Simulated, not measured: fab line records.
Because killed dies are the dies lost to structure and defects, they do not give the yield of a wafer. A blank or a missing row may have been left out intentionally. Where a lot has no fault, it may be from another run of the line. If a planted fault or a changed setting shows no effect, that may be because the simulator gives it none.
fab line records + flow berkeley_cmos170
[record]
- lots = 14
- wafers = 42
- last_day = 11
route steps=331 shown SDANNEAL@205 CONTACT@217 V2@295
lots with no fault: from the same line, run without faults
start_h: hours from the record's opening day to when the first of the lot's shown wafers began + wait_h: hours from the lot's prior step to this one + " as in the row above + L1.1+2: a row that stands for several wafers + - no value present, or no start provided + * or withheld: withheld + < > ~ a bound
route shown NAME@n: names a module that has steps shown in the file, with the first one's number in the route + usual: mean/standard deviation taken from wafers without a fault + same: alike in all rows + chamber/n: place in a boat + sites: per-site readings + _std_site: how widely they spread, as a standard deviation + _edge_site: inner sites' mean taken away from outer sites' mean + radius_mm: how far each site lies from the wafer's centre + mask NAME#n: copy n + behind: the tool/chamber that last shaped the wafer + hold: why the lot went on hold/how many hours it stayed there/how the hold came to an end + device: which transistor (n, p or np) failed to switch + end of line: tests run on the same wafers once the route is complete + a step with no rows: only its recipe + killed: dies that structure and defects cost at the first sort, which is not the same as the wafer's yield + map: a wafer's dies, x killed, . not, _ none there
set.NAME: the run value of the setting; set.NAME@STEP: its run value at that earlier step + model.NAME: the simulator's own value behind a step, which no gauge read
route steps across a sampled set of lots; one table per step, one row per wafer
services: a tool's chamber out of use, with start hour (start_h, from the record's first day; less than 0 if before it), hours out, and reason
[[steps]]
[step UCB170_SDANNEAL_RTA_01]
[recipe]
- temp_c = 1050
- time_s = 5
- ambient = N2
[usual]
- lamp_power_pct = 38.0/1.8
- wafer_temp_C_max = 1054.2/1.1
| lot.wafer | tool          | chamber | start_h | wait_h | lamp_power_pct | wafer_temp_C_max |
|-----------|---------------|---------|---------|--------|----------------|------------------|
| L329.2    | rtp_anneal-02 | 0       | 140.95  | 0.1    | 36.2           | 1055.4           |
| L329.4    | "             | 0       | "       | "      | 36.2           | 1053.3           |
| L329.6    | "             | 0       | "       | "      | 36.2           | 1054.3           |
| L330.2    | rtp_anneal-01 | 0       | 140.96  | 0.1    | 39.8           | 1053.4           |
| L330.3    | "             | 0       | "       | "      | 39.7           | 1053.1           |
| L330.4    | "             | 0       | "       | "      | 39.7           | 1054.4           |
| L328.1    | rtp_anneal-02 | 0       | 141.16  | 0.1    | 36.2           | 1056.2           |
| L328.2    | "             | 0       | "       | "      | 36.2           | 1054.6           |
| L328.3    | "             | 0       | "       | "      | 36.2           | 1054.5           |
| L331.1    | rtp_anneal-02 | 0       | 153.41  | 0.1    | 36.2           | 1056.4           |
| L331.2    | "             | 0       | "       | "      | 36.2           | 1054.5           |
| L331.4    | "             | 0       | "       | "      | 36.1           | 1055.4           |
| L332.3    | rtp_anneal-01 | 0       | 153.43  | 0.1    | 39.7           | 1054.9           |
| L332.4    | "             | 0       | "       | "      | 39.7           | 1052.5           |
| L332.5    | "             | 0       | "       | "      | 39.8           | 1052.7           |
| L333.1    | rtp_anneal-02 | 0       | 179.79  | 0.1    | 36.2           | 1055.0           |
| L333.2    | "             | 0       | "       | "      | 36.1           | 1054.0           |
| L333.6    | "             | 0       | "       | "      | 36.2           | 1055.3           |
| L334.2    | rtp_anneal-01 | 0       | 179.87  | 0.1    | 39.8           | 1053.0           |
| L334.5    | "             | 0       | "       | "      | 39.8           | 1054.4           |
| L334.6    | "             | 0       | "       | "      | 39.7           | 1052.9           |
| L336.1    | rtp_anneal-02 | 0       | 180.14  | 0.1    | 36.2           | 1053.6           |
| L336.5    | "             | 0       | "       | "      | 36.2           | 1054.7           |
| L336.6    | "             | 0       | "       | "      | 36.2           | 1053.6           |
| L335.3    | rtp_anneal-01 | 0       | 180.16  | 0.1    | 39.7           | 1053.1           |
| L335.4    | "             | 0       | "       | "      | 39.8           | 1054.0           |
| L335.6    | "             | 0       | "       | "      | 39.8           | 1054.1           |
| L339.2    | rtp_anneal-01 | 0       | 190.69  | 0.1    | 39.7           | 1054.0           |
| L339.3    | "             | 0       | "       | "      | 39.8           | 1055.0           |
| L339.6    | "             | 0       | "       | "      | 39.8           | 1054.0           |
| L344.1    | rtp_anneal-02 | 0       | 221.14  | 0.1    | 36.2           | 1055.7           |
| L344.3    | "             | 0       | "       | "      | 36.2           | 1054.6           |
| L344.4    | "             | 0       | "       | "      | 36.2           | 1053.4           |
| L349.1    | rtp_anneal-02 | 0       | 236.52  | 0.1    | 36.2           | 1054.4           |
| L349.2    | "             | 0       | "       | "      | 36.2           | 1054.5           |
| L349.5    | "             | 0       | "       | "      | 36.2           | 1054.6           |
| L346.2    | rtp_anneal-01 | 0       | 236.53  | 0.1    | 39.8           | 1052.4           |
| L346.4    | "             | 0       | "       | "      | 39.8           | 1052.4           |
| L346.6    | "             | 0       | "       | "      | 39.8           | 1053.2           |
| L350.1    | rtp_anneal-02 | 0       | 248.18  | 0.1    | 36.2           | 1055.9           |
| L350.2    | "             | 0       | "       | "      | 36.2           | 1054.8           |
| L350.5    | "             | 0       | "       | "      | 36.2           | 1057.4           |
[step UCB170_CONTACT_CVD_01]
[recipe]
- material = PSG
- target_thk_nm = 700
- temp_c = 450
- precursor = SiH4/O2/PH3
- time_s = 2820
- pressure_mtorr = 300
- sih4_flow_sccm = 60
- o2_flow_sccm = 90
- ph3_flow_sccm = 25
[usual]
- o2_flow_sccm = 89.95/0.28
- zone_power_centre_pct = 20.0/0.56
| lot.wafer | tool     | chamber | start_h | wait_h | o2_flow_sccm | zone_power_centre_pct |
|-----------|----------|---------|---------|--------|--------------|-----------------------|
| L328.1    | lpcvd-02 | 0       | 144.43  | 2.2    | 89.82        | 19.8                  |
| L328.2    | "        | 0       | "       | "      | 89.67        | 19.5                  |
| L328.3    | "        | 0       | "       | "      | 89.76        | 20.0                  |
| L329.2    | lpcvd-02 | 0       | 144.43  | 2.4    | 90.16        | 19.4                  |
| L329.4    | "        | 0       | "       | "      | 90.15        | 19.5                  |
| L329.6    | "        | 0       | "       | "      | 90.14        | 19.5                  |
| L330.2    | lpcvd-02 | 1       | 144.43  | 2.2    | 90.16        | 21.0                  |
| L330.3    | "        | 1       | "       | "      | 90.20        | 20.9                  |
| L330.4    | "        | 1       | "       | "      | 90.28        | 20.7                  |
| L331.1    | lpcvd-01 | 1       | 154.50  | 0.0    | 89.93        | 19.4                  |
| L331.2    | "        | 1       | "       | "      | 90.03        | 19.4                  |
| L331.4    | "        | 1       | "       | "      | 89.70        | 19.3                  |
| L332.3    | lpcvd-01 | 0       | 154.50  | 0.0    | 90.01        | 20.3                  |
| L332.4    | "        | 0       | "       | "      | 89.88        | 20.3                  |
| L332.5    | "        | 0       | "       | "      | 89.79        | 20.3                  |
| L333.1    | lpcvd-02 | 1       | 181.13  | 0.3    | 89.65        | 20.7                  |
| L333.2    | "        | 1       | "       | "      | 89.37        | 21.0                  |
| L333.6    | "        | 1       | "       | "      | 89.65        | 20.5                  |
| L334.2    | lpcvd-02 | 0       | 181.13  | 0.1    | 89.86        | 19.8                  |
| L334.5    | "        | 0       | "       | "      | 90.12        | 19.7                  |
| L334.6    | "        | 0       | "       | "      | 90.20        | 19.3                  |
| L335.3    | lpcvd-01 | 1       | 181.92  | 0.4    | 90.33        | 19.6                  |
| L335.4    | "        | 1       | "       | "      | 90.31        | 19.6                  |
| L335.6    | "        | 1       | "       | "      | 90.27        | 19.8                  |
| L336.1    | lpcvd-01 | 0       | 181.92  | 0.5    | 89.98        | 20.4                  |
| L336.5    | "        | 0       | "       | "      | 90.05        | 20.4                  |
| L336.6    | "        | 0       | "       | "      | 90.20        | 20.2                  |
| L339.2    | lpcvd-01 | 1       | 193.67  | 1.9    | 90.62        | 19.7                  |
| L339.3    | "        | 1       | "       | "      | 89.92        | 19.7                  |
| L339.6    | "        | 1       | "       | "      | 90.00        | 19.4                  |
| L344.1    | lpcvd-02 | 0       | 222.22  | 0.0    | 89.88        | 19.4                  |
| L344.3    | "        | 0       | "       | "      | 90.01        | 19.7                  |
| L344.4    | "        | 0       | "       | "      | 89.69        | 19.6                  |
| L349.1    | lpcvd-01 | 1       | 237.61  | 0.0    | 90.40        | 19.8                  |
| L349.2    | "        | 1       | "       | "      | 90.05        | 19.5                  |
| L349.5    | "        | 1       | "       | "      | 89.96        | 19.6                  |
| L346.2    | lpcvd-02 | 1       | 238.95  | 1.1    | 89.46        | 20.8                  |
| L346.4    | "        | 1       | "       | "      | 90.11        | 20.8                  |
| L346.6    | "        | 1       | "       | "      | 89.81        | 20.5                  |
| L350.1    | lpcvd-01 | 0       | 249.27  | 0.0    | 89.94        | 19.9                  |
| L350.2    | "        | 0       | "       | "      | 89.58        | 20.3                  |
| L350.5    | "        | 0       | "       | "      | 89.78        | 20.5                  |
[step UCB170_CONTACT_THK_MEAS_02]
[recipe]
- reads = PSG_of_CONTACT_CVD_01
[usual]
- CONTACT_PSG_THK = 697/7.9
| lot.wafer | tool          | chamber | start_h | wait_h | hold                     | CONTACT_PSG_THK[nm] |
|-----------|---------------|---------|---------|--------|--------------------------|---------------------|
| L328.1    | film_metro-02 | -       | 147.10  | 0.0    | -                        | 690                 |
| L328.2    | "             | -       | "       | "      | -                        | 692                 |
| L328.3    | "             | -       | "       | "      | -                        | 695                 |
| L329.2    | film_metro-01 | -       | 147.11  | 0.0    | -                        | 700                 |
| L329.4    | "             | -       | "       | "      | -                        | 697                 |
| L329.6    | "             | -       | "       | "      | -                        | 696                 |
| L330.2    | film_metro-03 | -       | 147.11  | 0.0    | -                        | 696                 |
| L330.3    | "             | -       | "       | "      | -                        | 696                 |
| L330.4    | "             | -       | "       | "      | -                        | 703                 |
| L331.1    | film_metro-02 | -       | 156.28  | 0.0    | -                        | 707                 |
| L331.2    | "             | -       | "       | "      | -                        | 699                 |
| L331.4    | "             | -       | "       | "      | -                        | 704                 |
| L332.3    | film_metro-01 | -       | 156.30  | 0.0    | -                        | 703                 |
| L332.4    | "             | -       | "       | "      | -                        | 701                 |
| L332.5    | "             | -       | "       | "      | -                        | 704                 |
| L336.1    | film_metro-02 | -       | 183.70  | 0.0    | -                        | 711                 |
| L336.5    | "             | -       | "       | "      | -                        | 705                 |
| L336.6    | "             | -       | "       | "      | -                        | 708                 |
| L335.3    | film_metro-03 | -       | 183.72  | 0.0    | -                        | 706                 |
| L335.4    | "             | -       | "       | "      | -                        | 704                 |
| L335.6    | "             | -       | "       | "      | -                        | 702                 |
| L333.1    | film_metro-01 | -       | 183.81  | 0.0    | -                        | 697                 |
| L333.2    | "             | -       | "       | "      | -                        | 699                 |
| L333.6    | "             | -       | "       | "      | -                        | 697                 |
| L334.2    | film_metro-03 | -       | 183.82  | 0.0    | -                        | 695                 |
| L334.5    | "             | -       | "       | "      | -                        | 689                 |
| L334.6    | "             | -       | "       | "      | -                        | 689                 |
| L339.2    | film_metro-03 | -       | 196.35  | 0.0    | -                        | 699                 |
| L339.3    | "             | -       | "       | "      | -                        | 699                 |
| L339.6    | "             | -       | "       | "      | -                        | 696                 |
| L344.1    | film_metro-02 | -       | 224.90  | 0.0    | await_dispo/0.2h/release | 859                 |
| L344.3    | "             | -       | "       | "      | await_dispo/0.2h/release | 854                 |
| L344.4    | "             | -       | "       | "      | await_dispo/0.2h/release | 858                 |
| L344.1    | film_metro-02 | -       | 225.13  | 0.2    | -                        | 860                 |
| L344.3    | "             | -       | "       | "      | -                        | 852                 |
| L344.4    | "             | -       | "       | "      | -                        | 857                 |
| L349.1    | film_metro-03 | -       | 239.39  | 0.0    | -                        | 706                 |
| L349.2    | "             | -       | "       | "      | -                        | 704                 |
| L349.5    | "             | -       | "       | "      | -                        | 702                 |
| L346.2    | film_metro-03 | -       | 241.64  | 0.0    | await_dispo/0.2h/release | 868                 |
| L346.4    | "             | -       | "       | "      | await_dispo/0.2h/release | 868                 |
| L346.6    | "             | -       | "       | "      | await_dispo/0.2h/release | 865                 |
| L346.2    | film_metro-03 | -       | 241.86  | 0.2    | -                        | 868                 |
| L346.4    | "             | -       | "       | "      | -                        | 867                 |
| L346.6    | "             | -       | "       | "      | -                        | 865                 |
| L350.1    | film_metro-03 | -       | 251.05  | 0.0    | -                        | 689                 |
| L350.2    | "             | -       | "       | "      | -                        | 693                 |
| L350.5    | "             | -       | "       | "      | -                        | 694                 |
[step UCB170_CONTACT_ETCH_18]
[recipe]
- chemistry = CHF3/CF4/Ar
- target = PSG
- stop_on = TiSi2
- CHF3_flow_sccm = 45
- cf4_flow_sccm = 15
- Ar_flow_sccm = 150
- pressure_mtorr = 200
- rf_w = 700
- target_depth_a = 8400
- over_etch_frac = 0.2
- time_s = 195
[usual]
- CHF3_flow_sccm = 45.03/0.13
- drypump_motor_current_A = 5.7/0.64
- oes_product_au = 0.887/0.017
- throttle_valve_pct = 6.92/0.095
| lot.wafer | tool        | chamber | start_h | wait_h | CHF3_flow_sccm | drypump_motor_current_A | oes_product_au | rf_hours_counter_h | throttle_valve_pct |
|-----------|-------------|---------|---------|--------|----------------|-------------------------|----------------|--------------------|--------------------|
| L329.2    | rie_diel-02 | 2       | -       | -      | 45.09          | 5.5                     | 0.912          | 150                | 6.89               |
| L329.4    | "           | 0       | "       | "      | 44.72          | 5.3                     | 0.889          | 92                 | 6.96               |
| L329.6    | "           | 0       | "       | "      | 45.02          | 5.3                     | 0.886          | -                  | 6.98               |
| L330.2    | rie_diel-04 | 2       | -       | -      | 44.98          | 6.4                     | 0.883          | 9                  | 6.87               |
| L330.3    | "           | 1       | "       | "      | 45.11          | 6.7                     | 0.901          | 142                | 6.88               |
| L330.4    | "           | 0       | "       | "      | 44.83          | 5.9                     | 0.885          | 4                  | 6.94               |
| L328.1    | rie_diel-03 | 2       | -       | -      | 44.71          | 4.8                     | 0.875          | 48                 | 6.86               |
| L328.2    | "           | 1       | "       | "      | 45.11          | 5.7                     | 0.896          | 15                 | 6.82               |
| L328.3    | "           | 3       | "       | "      | 45.02          | 5.2                     | 0.919          | 18                 | 7.15               |
| L331.1    | rie_diel-03 | 2       | -       | -      | 44.97          | 4.8                     | 0.886          | 48                 | 6.86               |
| L331.2    | "           | 3       | "       | "      | 44.90          | 5.2                     | 0.922          | 18                 | 7.14               |
| L331.4    | "           | 3       | "       | "      | 44.97          | 5.2                     | 0.936          | -                  | 7.15               |
| L332.3    | rie_diel-02 | 0       | -       | -      | 45.05          | 5.3                     | 0.889          | 93                 | 6.99               |
| L332.4    | "           | 1       | "       | "      | 44.98          | 6.4                     | 0.881          | 43                 | 7.02               |
| L332.5    | "           | 0       | "       | "      | 44.97          | 5.3                     | 0.884          | -                  | 6.97               |
| L335.3    | rie_diel-04 | 2       | -       | -      | 44.91          | 6.4                     | 0.887          | 10                 | 6.88               |
| L335.4    | "           | 0       | "       | "      | 45.09          | 5.9                     | 0.884          | 5                  | 6.94               |
| L335.6    | "           | 1       | "       | "      | 44.97          | 6.7                     | 0.897          | -                  | 6.89               |
| L336.1    | rie_diel-03 | 3       | -       | -      | 45.07          | 5.2                     | 0.919          | 20                 | 7.17               |
| L336.5    | "           | 2       | "       | "      | 45.02          | 4.8                     | 0.879          | -                  | 6.86               |
| L336.6    | "           | 1       | "       | "      | 45.05          | 5.8                     | 0.892          | -                  | 6.82               |
| L334.2    | rie_diel-04 | 1       | -       | -      | 44.95          | 6.7                     | 0.894          | 143                | 6.87               |
| L334.5    | "           | 0       | "       | "      | 44.93          | 5.9                     | 0.869          | -                  | 6.93               |
| L334.6    | "           | 3       | "       | "      | 45.14          | 6.6                     | 0.853          | -                  | 6.91               |
| L333.1    | rie_diel-02 | 3       | -       | -      | 45.03          | 4.9                     | 0.886          | 21                 | 6.82               |
| L333.2    | "           | 0       | "       | "      | 45.02          | 5.3                     | 0.888          | 94                 | 6.99               |
| L333.6    | "           | 0       | "       | "      | 45.07          | 5.3                     | 0.888          | -                  | 6.99               |
| L339.2    | rie_diel-03 | 2       | -       | -      | 45.12          | 4.8                     | 0.881          | 51                 | 6.89               |
| L339.3    | "           | 1       | "       | "      | 44.88          | 5.7                     | 0.892          | -                  | 6.83               |
| L339.6    | "           | 1       | "       | "      | 45.15          | 5.8                     | 0.897          | -                  | 6.82               |
| L344.1    | rie_diel-02 | 3       | -       | -      | 44.90          | 4.9                     | 0.985          | 23                 | 6.82               |
| L344.3    | "           | 1       | "       | "      | 44.95          | 6.4                     | 1.000          | 46                 | 7.00               |
| L344.4    | "           | 3       | "       | "      | 45.10          | 4.9                     | 0.991          | -                  | 6.82               |
| L349.1    | rie_diel-04 | 2       | -       | -      | 45.17          | 6.4                     | 0.884          | 13                 | 6.86               |
| L349.2    | "           | 0       | "       | "      | 45.11          | 5.8                     | 0.879          | 8                  | 6.93               |
| L349.5    | "           | 3       | "       | "      | 44.94          | 6.6                     | 0.866          | -                  | 6.90               |
| L346.2    | rie_diel-03 | 2       | -       | -      | 44.93          | 4.8                     | 0.967          | 55                 | 6.86               |
| L346.4    | "           | 2       | "       | "      | 44.94          | 4.8                     | 0.970          | -                  | 6.86               |
| L346.6    | "           | 3       | "       | "      | 45.25          | 5.2                     | 1.019          | -                  | 7.15               |
| L350.1    | rie_diel-04 | 0       | -       | -      | 45.15          | 5.9                     | 0.876          | 9                  | 6.93               |
| L350.2    | "           | 3       | "       | "      | 45.04          | 6.6                     | 0.862          | 8                  | 6.93               |
| L350.5    | "           | 2       | "       | "      | 45.24          | 6.3                     | 0.877          | -                  | 6.85               |
[step UCB170_V2_BOW_MEAS_03]
[recipe]
- mode = bow
[usual]
- V2_BOW = 36/6.8
| lot.wafer | tool          | chamber | start_h | wait_h | V2_BOW[um] |
|-----------|---------------|---------|---------|--------|------------|
| L330.2    | film_metro-03 | -       | 165.91  | 0.1    | 43         |
| L330.3    | "             | -       | "       | "      | 31         |
| L330.4    | "             | -       | "       | "      | 53         |
| L329.2    | film_metro-01 | -       | 166.10  | 0.1    | 26         |
| L329.4    | "             | -       | "       | "      | 34         |
| L329.6    | "             | -       | "       | "      | 38         |
| L328.1    | film_metro-02 | -       | 166.19  | 0.2    | 34         |
| L328.2    | "             | -       | "       | "      | 31         |
| L328.3    | "             | -       | "       | "      | 48         |
| L332.3    | film_metro-02 | -       | 172.83  | 0.1    | 31         |
| L332.4    | "             | -       | "       | "      | 35         |
| L332.5    | "             | -       | "       | "      | 36         |
| L331.1    | film_metro-02 | -       | 173.13  | 0.2    | 34         |
| L331.2    | "             | -       | "       | "      | 35         |
| L331.4    | "             | -       | "       | "      | 34         |
| L335.3    | film_metro-01 | -       | 198.36  | 0.2    | 34         |
| L335.4    | "             | -       | "       | "      | 36         |
| L335.6    | "             | -       | "       | "      | 43         |
| L336.1    | film_metro-03 | -       | 198.51  | 0.1    | 38         |
| L336.5    | "             | -       | "       | "      | 39         |
| L336.6    | "             | -       | "       | "      | 31         |
| L334.2    | film_metro-03 | -       | 199.69  | 0.2    | 41         |
| L334.5    | "             | -       | "       | "      | 31         |
| L334.6    | "             | -       | "       | "      | 32         |
| L333.1    | film_metro-01 | -       | 200.14  | 0.2    | 34         |
| L333.2    | "             | -       | "       | "      | 31         |
| L333.6    | "             | -       | "       | "      | 49         |
| L339.2    | film_metro-01 | -       | 212.14  | 0.3    | 30         |
| L339.3    | "             | -       | "       | "      | 27         |
| L339.6    | "             | -       | "       | "      | 27         |
| L349.1    | film_metro-03 | -       | 254.29  | 0.1    | 35         |
| L349.2    | "             | -       | "       | "      | 38         |
| L349.5    | "             | -       | "       | "      | 33         |
| L350.1    | film_metro-01 | -       | 269.25  | 0.2    | 34         |
| L350.2    | "             | -       | "       | "      | 46         |
| L350.5    | "             | -       | "       | "      | 37         |
[step UCB170_V2_ETCH_14]
[recipe]
- chemistry = CHF3/CF4/Ar
- target = SiO2
- stop_on = Al
- CHF3_flow_sccm = 45
- cf4_flow_sccm = 15
- Ar_flow_sccm = 150
- pressure_mtorr = 200
- rf_w = 700
- target_depth_a = 12500
- over_etch_frac = 0.25
- time_s = 291
[usual]
- CHF3_flow_sccm = 44.99/0.14
- drypump_motor_current_A = 5.7/0.62
- oes_product_au = 0.868/0.014
- throttle_valve_pct = 6.94/0.09
| lot.wafer | tool        | chamber | start_h | wait_h | CHF3_flow_sccm | drypump_motor_current_A | oes_product_au | rf_hours_counter_h | throttle_valve_pct |
|-----------|-------------|---------|---------|--------|----------------|-------------------------|----------------|--------------------|--------------------|
| L330.2    | rie_diel-02 | 1       | 167.69  | 0.0    | 44.90          | 6.4                     | 0.867          | 43                 | 7.05               |
| L330.3    | "           | 3       | "       | "      | 44.94          | 4.9                     | 0.867          | 20                 | 6.87               |
| L330.4    | "           | 2       | "       | "      | 44.93          | 5.5                     | 0.901          | 150                | 6.91               |
| L329.2    | rie_diel-04 | 2       | 167.81  | 0.0    | 45.03          | 6.3                     | 0.866          | 9                  | 6.89               |
| L329.4    | "           | 3       | "       | "      | 44.68          | 6.6                     | 0.850          | 3                  | 6.96               |
| L329.6    | "           | 0       | "       | "      | 45.09          | 5.9                     | 0.854          | -                  | 6.96               |
| L328.1    | rie_diel-03 | 3       | 167.97  | 0.0    | 44.86          | 5.2                     | 0.895          | 19                 | 7.18               |
| L328.2    | "           | 2       | "       | "      | 44.92          | 4.8                     | 0.862          | 49                 | 6.91               |
| L328.3    | "           | 1       | "       | "      | 45.00          | 5.7                     | 0.872          | 17                 | 6.84               |
| L332.3    | rie_diel-02 | 1       | 174.51  | 0.0    | 44.96          | 6.4                     | 0.869          | 44                 | 7.04               |
| L332.4    | "           | 0       | "       | "      | 44.72          | 5.4                     | 0.870          | 94                 | 7.00               |
| L332.5    | "           | 0       | "       | "      | 44.91          | 5.3                     | 0.873          | -                  | 7.02               |
| L331.1    | rie_diel-03 | 3       | 174.75  | 0.0    | 44.89          | 5.2                     | 0.909          | 20                 | 7.16               |
| L331.2    | "           | 2       | "       | "      | 45.02          | 4.8                     | 0.866          | 50                 | 6.89               |
| L331.4    | "           | 2       | "       | "      | 45.13          | 4.8                     | 0.862          | -                  | 6.90               |
| L335.3    | rie_diel-03 | 2       | 200.97  | 0.1    | 44.97          | 4.8                     | 0.853          | -                  | 6.89               |
| L335.4    | "           | 1       | "       | "      | 45.11          | 5.7                     | 0.871          | -                  | 6.85               |
| L335.6    | "           | 2       | "       | "      | 45.12          | 4.8                     | 0.861          | -                  | 6.92               |
| L336.1    | rie_diel-02 | 1       | 201.00  | 0.0    | 44.72          | 6.4                     | 0.880          | 45                 | 7.06               |
| L336.5    | "           | 2       | "       | "      | 44.79          | 5.5                     | 0.866          | -                  | 6.91               |
| L336.6    | "           | 1       | "       | "      | 44.91          | 6.4                     | 0.871          | -                  | 7.03               |
| L334.2    | rie_diel-02 | 1       | 202.16  | 0.0    | 45.01          | 6.4                     | 0.871          | 45                 | 7.05               |
| L334.5    | "           | 1       | "       | "      | 45.08          | 6.4                     | 0.864          | -                  | 7.06               |
| L334.6    | "           | 2       | "       | "      | 45.08          | 5.5                     | 0.863          | -                  | 6.91               |
| L333.1    | rie_diel-04 | 0       | 202.52  | 0.0    | 45.04          | 5.9                     | 0.860          | 7                  | 6.97               |
| L333.2    | "           | 1       | "       | "      | 45.19          | 6.6                     | 0.875          | 144                | 6.90               |
| L333.6    | "           | 1       | "       | "      | 45.00          | 6.6                     | 0.880          | -                  | 6.90               |
| L339.2    | rie_diel-04 | 3       | 213.52  | 0.0    | 45.03          | 6.6                     | 0.844          | 6                  | 6.94               |
| L339.3    | "           | 2       | "       | "      | 44.93          | 6.4                     | 0.869          | 11                 | 6.89               |
| L339.6    | "           | 2       | "       | "      | 44.93          | 6.3                     | 0.869          | -                  | 6.89               |
| L349.1    | rie_diel-04 | 0       | 256.64  | 0.0    | 45.06          | 5.9                     | 0.857          | 10                 | 6.97               |
| L349.2    | "           | 2       | "       | "      | 45.01          | 6.3                     | 0.867          | 14                 | 6.89               |
| L349.5    | "           | 3       | "       | "      | 44.90          | 6.6                     | 0.848          | -                  | 6.94               |
| L350.1    | rie_diel-02 | 3       | 270.93  | 0.0    | 45.08          | 4.9                     | 0.870          | 25                 | 6.85               |
| L350.2    | "           | 0       | "       | "      | 45.12          | 5.3                     | 0.866          | 97                 | 7.00               |
| L350.5    | "           | 0       | "       | "      | 44.98          | 5.3                     | 0.866          | -                  | 7.00               |
[[services]]
| tool          | chamber | start_h | hours | kind           |
|---------------|---------|---------|-------|----------------|
| rie_diel-03   | 0       | 143.16  | 126.4 | repair         |
| rie_diel-02   | 2       | 179.80  | -     | clean          |
| rie_diel-02   | 2       | 179.80  | 17.4  | scheduled_down |
| rie_diel-02   | 2       | 179.80  | 17.4  | vent_cycle     |
| rie_diel-02   | 0       | 194.72  | 9.8   | repair         |
| rie_diel-03   | 3       | 194.79  | 9.0   | repair         |
| rie_diel-02   | 0       | 208.05  | 4.4   | repair         |
| rtp_anneal-02 | -       | 209.11  | 0.9   | pm             |
| rie_diel-02   | 0       | 226.92  | 6.6   | repair         |
| rie_diel-04   | 1       | 231.33  | 8.4   | repair         |
| rie_diel-04   | 1       | 239.77  | -     | clean          |
| rie_diel-04   | 1       | 239.77  | 21.5  | scheduled_down |
| rie_diel-04   | 1       | 239.77  | 21.5  | vent_cycle     |
| rie_diel-03   | -       | 251.40  | 0.1   | repair         |
| rie_diel-02   | 3       | 259.06  | 5.8   | repair         |
| rtp_anneal-02 | -       | 270.77  | 3.5   | pm             |
[[key]]
[first_sign]
- step = UCB170_CONTACT_THK_MEAS_02
- reading = visit
- direction = added
[effect]
- step = UCB170_CONTACT_THK_MEAS_02
- reading = CONTACT_PSG_THK
- direction = up
- sigmas = 21
- usual = 697
- struck = 862
[effect]
- step = UCB170_CONTACT_ETCH_18
- reading = oes_product_au
- direction = up
- sigmas = 5.9
- usual = 0.887
- struck = 0.989
met_at UCB170_CONTACT_CVD_01
struck_lots L344,L346
later_rows_left_out L344.1,L344.3,L344.4,L346.2,L346.4,L346.6
sort_left_out L344.1,L344.3,L344.4,L346.2,L346.4,L346.6
tester_left_out L344,L346
[loop_trim]
- step = UCB170_V2_EXPOSE_09
- setting = dose
- lots = L344,L346
not_acting_at UCB170_SDANNEAL_RTA_01,UCB170_V2_BOW_MEAS_03,UCB170_V2_ETCH_14
onset_between 181.13 222.22
[fault]
- kind = process_parameter_drift
- tool = lpcvd-02
- chamber = -
- onset_h = 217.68
- steps = UCB170_CONTACT_CVD_01
- channel = target_thk_nm
- offset = 175
- shape = step
- end_h = 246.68
- acts_in = these_recipes_only
- stated = 700
// tester_left_out: of these lots the tester's yield and bins aren't shown, on N5 and GAA mostly nor the transistor test; their killed dies are dies lost to structure and defects alone, not to doping, threshold or leakage, so they don't give the yield
// sort_left_out: the simulated sort isn't trusted on such a fault, so these wafers' sort isn't shown, and their yield isn't known
// later_rows_left_out: the simulator's readings of these wafers behind a module that went badly wrong aren't trusted and aren't shown, but for the sort
// loop_trim: a control loop set the setting to another value than it would have without faults
